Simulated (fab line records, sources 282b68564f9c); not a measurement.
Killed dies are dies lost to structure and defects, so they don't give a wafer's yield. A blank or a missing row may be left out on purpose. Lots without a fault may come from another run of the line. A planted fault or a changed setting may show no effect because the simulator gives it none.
A struck lot beside a sound one | flow rit_cmos | 44 steps out of a route of 202
Sound: wafers L416.1, L416.2, L416.5. Struck: wafers L411.2, L411.4, L411.6. The cause comes at the end.
At each step with rows: each side's tool, then ch and its chambers, then its first start. Under that, the readings that differ: sound wafers | struck wafers | difference of the means | sigmas: that difference in standard deviations of wafers without a fault.
alike: readings whose means differ by less than 2 such deviations, and words and numbers that are the same on both sides. not compared: withheld readings, readings that some wafer has no value for, bounds like >300 that may hide the same value, and numbers for which the record gives no deviation and whose values overlap.
The two part at a step that has a row with sigmas, a row that says differs or no value, or rows on one side only. Numbers that don't overlap but have no deviation are shown without sigmas and don't part them. A reading that every wafer of one side lacks parts them only if that side has two wafers or more.

first, 1 step without rows for these wafers: RIT_PRETRO_IMPLANT_08.
RIT_PRETRO_STRIP_09: strips in O2, time 180 s.
  sound on plasma_asher-04 ch 0,1, day 5 11:56; struck on plasma_asher-01 ch 0,1, day 4 09:11
  alike: drypump_motor_current_A
  not compared: rf_hours_counter_h
RIT_PRETRO_TW_MEAS_10:
  sound on film_metro-02, day 5 12:07; struck on film_metro-04, day 4 09:22
  alike: PRETRO_TW
then, 5 steps without rows for these wafers: RIT_GATE_WET_ETCH_00 (etches SiO2 in BOE, target depth 56 nm, time 60 s); RIT_GATE_CLEAN_01 (cleans in SC1, time 600 s); RIT_GATE_CLEAN_02 (cleans in dHF, time 30 s); RIT_GATE_CLEAN_03 (cleans in SC2, time 600 s); RIT_GATE_CLEAN_04 (cleans in dHF, time 60 s).
RIT_FOX2_THK_MEAS_91:
  sound on film_metro-01, day 5 12:35; struck on film_metro-02, day 4 09:53
  alike: FIELD_OXIDE_LEFT_2_THK
then, 2 steps without rows for these wafers: RIT_GATE_OXIDATION_05 (target thk 3 nm, ox time 270 s); RIT_GATE_ANNEAL_06 (time 600 s).
RIT_GATE_THK_MEAS_07:
  sound on film_metro-02, day 5 13:58; struck on film_metro-03, day 4 11:19
  alike: GATE_OXIDE_THK
RIT_GATE_CVD_08: deposits poly-Si from SiH4, target thk 250 nm, time 2220 s.
  sound on lpcvd-02 ch 0, day 5 14:02; struck on lpcvd-02 ch 1, day 4 11:22
  reading                                  | sound             | struck            | difference | sigmas
  model.poly-Si_of_GATE_CVD_08.thk_nm (nm) | 249.6 247.4 248.2 | 282.6 284.8 285.6 | +35.9      |
  alike: pressure_mtorr
RIT_GATE_THK_MEAS_09:
  sound on film_metro-03, day 5 15:39; struck on film_metro-02, day 4 12:59
  reading            | sound             | struck            | difference | sigmas
  GATE_POLY_THK (nm) | 249.7 247.4 248.2 | 282.6 285.0 285.4 | +35.9      | +17
then, 6 steps without rows for these wafers: RIT_GATE_HMDS_10 (prime time 60 s); RIT_GATE_COAT_11 (resist thk 850 nm); RIT_GATE_SOFTBAKE_12 (time 60 s); RIT_GATE_EXPOSE_13 (exposes mask M6, target cd 150 nm); RIT_GATE_PEB_14; RIT_GATE_DEVELOP_15 (develop time 50 s).
RIT_GATE_CD_MEAS_16: target cd 150 nm.
  sound on cd_sem-01, day 5 16:41; struck on cd_sem-01, day 4 15:41
  alike: cd_nm
RIT_GATE_OVL_MEAS_17:
  sound on overlay-01, day 5 16:48; struck on overlay-01, day 4 15:48
  alike: GATE_OVL
then, 1 step without rows for these wafers: RIT_GATE_HARDBAKE_18 (time 60 s).
RIT_GATE_ETCH_19: etches poly-Si in SF6/CHF3/O2, stops on SiO2, time 165 s, target depth 312.5 nm.
  sound on rie_si-02 ch 1,2, day 5 16:59; struck on rie_si-01 ch 0,1,3, day 4 15:59
  reading                          | sound             | struck            | difference | sigmas
  drypump_motor_current_A (A)      | 4.8 4.9 4.8       | 6.3 6.0 5.8       | +1.2       | +2
  oes_product_au (a.u.)            | 0.850 0.847 0.850 | 0.932 0.945 0.927 | +0.086     | +9
  model.GATE.feature_depth_nm (nm) | 249.6 247.4 248.2 | 282.6 284.8 285.6 | +35.9      |
  model.etch.depth_nm (nm)         | 249.6 247.4 248.2 | 282.6 284.8 285.6 | +35.9      |
  alike: he_backside_leak_sccm, throttle_valve_pct
  not compared: rf_hours_counter_h
RIT_GATE_STRIP_20: strips in O2, time 180 s.
  sound on plasma_asher-02 ch 0,1, day 5 17:06; struck on plasma_asher-03 ch 0,1, day 4 16:05
  alike: drypump_motor_current_A
  not compared: rf_hours_counter_h
RIT_GATE_CD_MEAS_90: target cd 150 nm.
  sound on cd_sem-02, day 5 17:16; struck on cd_sem-02, day 4 16:17
  alike: cd_nm
then, 4 steps without rows for these wafers: RIT_REOX_CLEAN_00 (cleans in SC1, time 600 s); RIT_REOX_CLEAN_01 (cleans in dHF, time 30 s); RIT_REOX_CLEAN_02 (cleans in SC2, time 600 s); RIT_REOX_OXIDATION_03 (target thk 25.2 nm, ox time 5580 s).
RIT_REOX_THK_MEAS_04:
  sound on film_metro-03, day 5 20:20; struck on film_metro-04, day 4 19:42
  alike: REOX_OXIDE_THK
then, 6 steps without rows for these wafers: RIT_NLDD_HMDS_00 (prime time 60 s); RIT_NLDD_COAT_01 (resist thk 1000 nm); RIT_NLDD_SOFTBAKE_02 (time 60 s); RIT_NLDD_EXPOSE_03 (exposes mask M7, target cd 40700 nm); RIT_NLDD_PEB_04; RIT_NLDD_DEVELOP_05 (develop time 50 s).
RIT_NLDD_OVL_MEAS_06:
  sound on overlay-01, day 5 21:15; struck on overlay-01, day 4 20:44
  alike: NLDD_OVL
then, 2 steps without rows for these wafers: RIT_NLDD_HARDBAKE_07 (time 60 s); RIT_NLDD_IMPLANT_08.
RIT_NLDD_STRIP_09: strips in O2, time 180 s.
  sound on plasma_asher-04 ch 0,1, day 5 21:35; struck on plasma_asher-04 ch 0,1, day 4 21:04
  alike: drypump_motor_current_A
  not compared: rf_hours_counter_h
RIT_NLDD_TW_MEAS_10:
  sound on film_metro-03, day 5 21:46; struck on film_metro-04, day 4 21:14
  reading | sound          | struck         | difference | sigmas
  NLDD_TW | 2474 2460 2475 | 2510 2483 2510 | +31        | +2
RIT_SDANNEAL_CLEAN_02: cleans in SC2, time 600 s.
  sound on wet_bench-04 ch 3, day 6 05:12; struck on wet_bench-04 ch 0, day 5 04:39
  reading                                  | sound             | struck        | difference | sigmas
  model.poly-Si_of_GATE_CVD_08.thk_nm (nm) | 160.6 161.1 160.5 | 199 199.1 199 | +38        |
  alike: bath_guard_temp_C, temp_c
RIT_M1_PROBE_99:
  sound on prober-01, day 6 13:03; struck on prober-01, day 5 12:39
  reading                                          | sound                | struck               | difference | sigmas
  model.etest.pmos_turned.r_on_ohm_um              | 3603 3396 3463       | 3747 4006 3936       | +409       |
  model.etest.nmos_turned.drive_ua_um              | 323.8 344.5 333      | 292.4 276.6 275.9    | -52.1      |
  model.etest.pmos_turned.drive_ua_um              | 186 197 190.7        | 162.6 149.4 150.9    | -36.9      |
  model.etest.nmos_narrow.drive_ua_um              | 225.3 235.4 222.9    | 222.4 216 218.5      | -8.9       |
  model.etest.nmos_0p3.drive_ua_um                 | 226.3 234 226        | 221.4 217.6 218.2    | -9.7       |
  model.etest.poly_comb_over_steps.leak_log10_a_um | -12.81 -12.78 -12.84 | -7.723 -8.495 -6.662 | +5.183     |
  model.etest.ppoly_line.rs_ohm_sq                 | 16.42 16.47 16.56    | 16.32 16.31 16.32    | -0.17      |
  model.etest.nmos_0p15.tox_inv_nm (nm)            | 4.341 4.365 4.413    | 4.666 4.669 4.628    | +0.281     |
  alike: killed_at_front_end, killed_dies, killed_open, killed_short

WHERE THEY PART
First at RIT_GATE_THK_MEAS_09; last, within this record, at RIT_NLDD_TW_MEAS_10. Later steps at which nothing parts them and some readings are alike: RIT_SDANNEAL_CLEAN_02, RIT_M1_PROBE_99.

WHY: what the simulator had put in
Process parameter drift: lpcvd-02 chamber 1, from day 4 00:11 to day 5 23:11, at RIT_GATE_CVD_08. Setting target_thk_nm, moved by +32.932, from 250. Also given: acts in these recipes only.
